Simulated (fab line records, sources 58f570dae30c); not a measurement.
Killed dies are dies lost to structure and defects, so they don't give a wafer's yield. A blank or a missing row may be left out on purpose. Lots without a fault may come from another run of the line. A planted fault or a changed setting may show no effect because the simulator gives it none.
Which tool did it? | flow berkeley_cmos170 | 14 lots, 42 wafers sampled, at 6 steps of a route of 331

WHAT THE GAUGES READ, wafer by wafer
UCB170_NSD_CD_MEAS_06: target cd 1200 nm.
lot  | measured     | on        | cd_nm (nm)
L422 | day 6 23:37  | cd_sem-02 | 1201.4 1199.8 1200.4
L421 | day 6 23:50  | cd_sem-02 | 1198.7 1198.4 1198.9
L423 | day 7 05:24  | cd_sem-02 | 1202.3 1202.5 1202.8
L426 | day 7 13:43  | cd_sem-02 | 1200.4 1199.8 1199.8
L424 | day 7 14:00  | cd_sem-01 | 1199.7 1199.9 1200.7
L425 | day 7 14:47  | cd_sem-02 | 1200.8 1199.4 1200.8
L428 | day 8 03:01  | cd_sem-02 | 1200.0 1200.1 1198.3
L427 | day 8 03:04  | cd_sem-01 | 1201.3 1201.6 1201.7
L432 | day 8 18:23  | cd_sem-02 | 1200.0 1200.2 1202.0
L436 | day 9 22:19  | cd_sem-02 | 1199.3 1200.3 1199.6
L437 | day 9 23:07  | cd_sem-02 | 1202.7 1200.7 1200.9
L439 | day 10 10:37 | cd_sem-01 | 1199.7 1200.1 1201.1
L440 | day 10 10:49 | cd_sem-02 | 1198.9 1199.6 1200.1
L443 | day 11 11:24 | cd_sem-02 | 1199.8 1201.0 1199.5

UCB170_M1_RS_MEAS_01: measures by four-point-probe.
lot  | measured     | on            | M1_AL_RS (ohm/sq)
L422 | day 7 09:08  | film_metro-02 | 0.0489 0.0489 0.0488
L421 | day 7 09:32  | film_metro-01 | 0.0477 0.0481 0.0483
L423 | day 7 13:46  | film_metro-02 | 0.0481 0.0482 0.0481
L426 | day 7 22:11  | film_metro-02 | 0.0494 0.0490 0.0496
L424 | day 8 01:05  | film_metro-01 | 0.0492 0.0498 0.0495
L425 | day 8 01:16  | film_metro-04 | 0.0486 0.0481 0.0485
L428 | day 8 10:59  | film_metro-04 | 0.0488 0.0484 0.0487
L427 | day 8 11:38  | film_metro-01 | 0.0485 0.0481 0.0483
L432 | day 9 04:53  | film_metro-01 | 0.0487 0.0485 0.0490
L436 | day 10 05:16 | film_metro-02 | 0.0374 0.0375 0.0373
L437 | day 10 07:14 | film_metro-04 | 0.0375 0.0372 0.0374
L439 | day 10 18:08 | film_metro-04 | 0.0481 0.0482 0.0475
L440 | day 10 18:54 | film_metro-02 | 0.0488 0.0490 0.0487
L443 | day 11 21:18 | film_metro-02 | 0.0486 0.0487 0.0488

UCB170_M1_THK_MEAS_02: measures by xrf.
lot  | measured     | on            | M1_AL_THK (nm)
L422 | day 7 09:14  | film_metro-02 | 596 592 597
L421 | day 7 09:38  | film_metro-01 | 601 595 599
L423 | day 7 13:53  | film_metro-02 | 603 601 603
L426 | day 7 22:19  | film_metro-02 | 587 594 589
L424 | day 8 01:11  | film_metro-01 | 584 578 584
L425 | day 8 01:23  | film_metro-04 | 593 607 598
L428 | day 8 11:07  | film_metro-04 | 593 602 597
L427 | day 8 11:44  | film_metro-01 | 596 597 595
L432 | day 9 05:00  | film_metro-01 | 586 592 587
L436 | day 10 05:23 | film_metro-02 | 770 762 773
L437 | day 10 07:21 | film_metro-04 | 768 776 771
L439 | day 10 18:16 | film_metro-04 | 610 606 611
L440 | day 10 19:01 | film_metro-02 | 590 586 592
L443 | day 11 21:25 | film_metro-02 | 598 595 595

UCB170_V2_OVL_MEAS_13.
lot  | measured     | on         | V2_OVL (nm)
L422 | day 7 23:53  | overlay-01 | -16 -18 -17
L421 | day 8 00:59  | overlay-02 | -6 -9 -1
L423 | day 8 05:56  | overlay-02 | -5 -6 -9
L426 | day 8 10:48  | overlay-01 | -4 -5 -13
L424 | day 8 16:10  | overlay-02 | 1 -5 -1
L425 | day 8 15:53  | overlay-01 | -4 -11 -13
L428 | day 9 02:34  | overlay-01 | -10 -10 -10
L427 | day 9 02:23  | overlay-02 | -9 -5 -10
L432 | day 9 17:30  | overlay-01 | -11 -18 -12
L436 | day 10 20:57 | overlay-01 | -14 0 -14
L437 | day 10 21:23 | overlay-01 | -9 -8 -13
L439 | day 11 08:41 | overlay-01 | -12 -7 -8
L440 | day 11 08:02 | overlay-01 | -16 -11 -15
L443 | day 12 10:56 | overlay-02 | -17 -14 -5

WHICH TOOL RAN EACH LOT (tool, then ch and the chambers of the sampled wafers, then the start)
lot  | UCB170_M1_SPUTTER_00         | UCB170_M1_METAL_ETCH_12
L422 | pvd_sputter-01, day 7 09:03  | rie_metal-03 ch 0, day 7 10:44
L421 | pvd_sputter-02, day 7 09:26  | rie_metal-02 ch 0,1, day 7 11:01
L423 | pvd_sputter-02, day 7 13:43  | rie_metal-03 ch 0,1, day 7 16:14
L426 | pvd_sputter-01, day 7 22:08  | rie_metal-01 ch 0,1, day 8 00:42
L424 | pvd_sputter-02, day 8 00:59  | rie_metal-02 ch 0,1, day 8 03:32
L425 | pvd_sputter-01, day 8 01:12  | rie_metal-01 ch 0,1, day 8 03:46
L428 | pvd_sputter-01, day 8 10:55  | rie_metal-02 ch 0,1, day 8 12:40
L427 | pvd_sputter-03, day 8 11:31  | rie_metal-03 ch 0,1, day 8 13:15
L432 | pvd_sputter-02, day 9 04:49  | rie_metal-02 ch 0, day 9 06:37
L436 | pvd_sputter-03, day 10 05:12 | rie_metal-03 ch 0,1, day 10 06:49
L437 | pvd_sputter-03, day 10 07:10 | rie_metal-03 ch 0,1, day 10 08:39
L439 | pvd_sputter-01, day 10 18:05 | rie_metal-02 ch 0,1, day 10 19:52
L440 | pvd_sputter-02, day 10 18:50 | rie_metal-01 ch 0,1, day 10 20:27
L443 | pvd_sputter-02, day 11 21:13 | rie_metal-03 ch 0, day 11 22:48
- UCB170_M1_SPUTTER_00: material Al, target thk 600 nm, time 80 s.
- UCB170_M1_METAL_ETCH_12: etches Al in Cl2/BCl3, stops on PSG, target depth 780 nm, time 130 s.

WHAT THE TOOLS THEMSELVES READ (means of the sampled wafers that have a number; where no wafer has one, the mark that the record gives instead)
UCB170_M1_SPUTTER_00.
lot  | tool           | throttle_valve_pct (%)
L422 | pvd_sputter-01 | 31.4
L421 | pvd_sputter-02 | 30.5
L423 | pvd_sputter-02 | 30.3
L426 | pvd_sputter-01 | 31.2
L424 | pvd_sputter-02 | 29.9
L425 | pvd_sputter-01 | 31.3
L428 | pvd_sputter-01 | 31.3
L427 | pvd_sputter-03 | 31.0
L432 | pvd_sputter-02 | 30.3
L436 | pvd_sputter-03 | 32.1
L437 | pvd_sputter-03 | 31.9
L439 | pvd_sputter-01 | 31.2
L440 | pvd_sputter-02 | 30.5
L443 | pvd_sputter-02 | 29.8

UCB170_M1_METAL_ETCH_12.
lot  | tool         | drypump_motor_current_A (A) | oes_product_au (a.u.) | throttle_valve_pct (%)
L422 | rie_metal-03 | 6.0                         | 0.825                 | 24.35
L421 | rie_metal-02 | 5.2                         | 0.859                 | 24.54
L423 | rie_metal-03 | 6.2                         | 0.857                 | 24.35
L426 | rie_metal-01 | 5.7                         | 0.860                 | 24.27
L424 | rie_metal-02 | 5.2                         | 0.841                 | 24.55
L425 | rie_metal-01 | 5.6                         | 0.859                 | 24.33
L428 | rie_metal-02 | 5.3                         | 0.844                 | 24.44
L427 | rie_metal-03 | 6.2                         | 0.844                 | 24.35
L432 | rie_metal-02 | 5.3                         | 0.844                 | 24.33
L436 | rie_metal-03 | 6.2                         | 0.970                 | 24.28
L437 | rie_metal-03 | 6.2                         | 0.986                 | 24.28
L439 | rie_metal-02 | 5.2                         | 0.852                 | 24.54
L440 | rie_metal-01 | 5.6                         | 0.855                 | 24.33
L443 | rie_metal-03 | 6.1                         | 0.824                 | 24.36

THE ANSWER, worked out from the rows above alone
Rule: what is usual is taken from the lots themselves. Put in order of their means at a reading, lots are off if they are a third of the lots or fewer, leave a main group of 4 or more, and stand apart from it by a gap of 3 or more times the standard deviation of the main group's means; of several such gaps the widest counts. A main group whose means are all the same, to the digits that the tables above print for the reading, isn't used. A lot without any number at a reading at which 4 lots or more have one is off too. The other lots that the step has rows for count as sound. The gauges are gone through in route order, then the tools' own readings, and for those a lot's mean is taken as printed above. The first step at which some lot is off is used, and at that step the reading that is off furthest; a lot without a number counts as furthest.
Off: L436, L437, at UCB170_M1_RS_MEAS_01 (M1_AL_RS). The main group: mean 0.0486 ohm/sq, standard deviation 0.00047.
A tool fits if, at a process step before that reading, it ran every lot that is off, and no sound lot after the first of them. The gauges at UCB170_M1_RS_MEAS_01 aren't tried: what is off there is off at UCB170_M1_METAL_ETCH_12 too, on other tools, and a gauge's error can't cause that. One fits: pvd_sputter-03 at UCB170_M1_SPUTTER_00. Its last sound lot is L427 (day 8 11:31), its first lot that is off L436 (day 10 05:12): a fault that began between those two fits.

WHAT THE SIMULATOR HAD PUT IN
Process parameter drift: pvd_sputter-03, from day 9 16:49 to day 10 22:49, at UCB170_M1_SPUTTER_00. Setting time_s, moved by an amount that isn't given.
Lots struck among those shown: L436, L437. The rule above found the same.
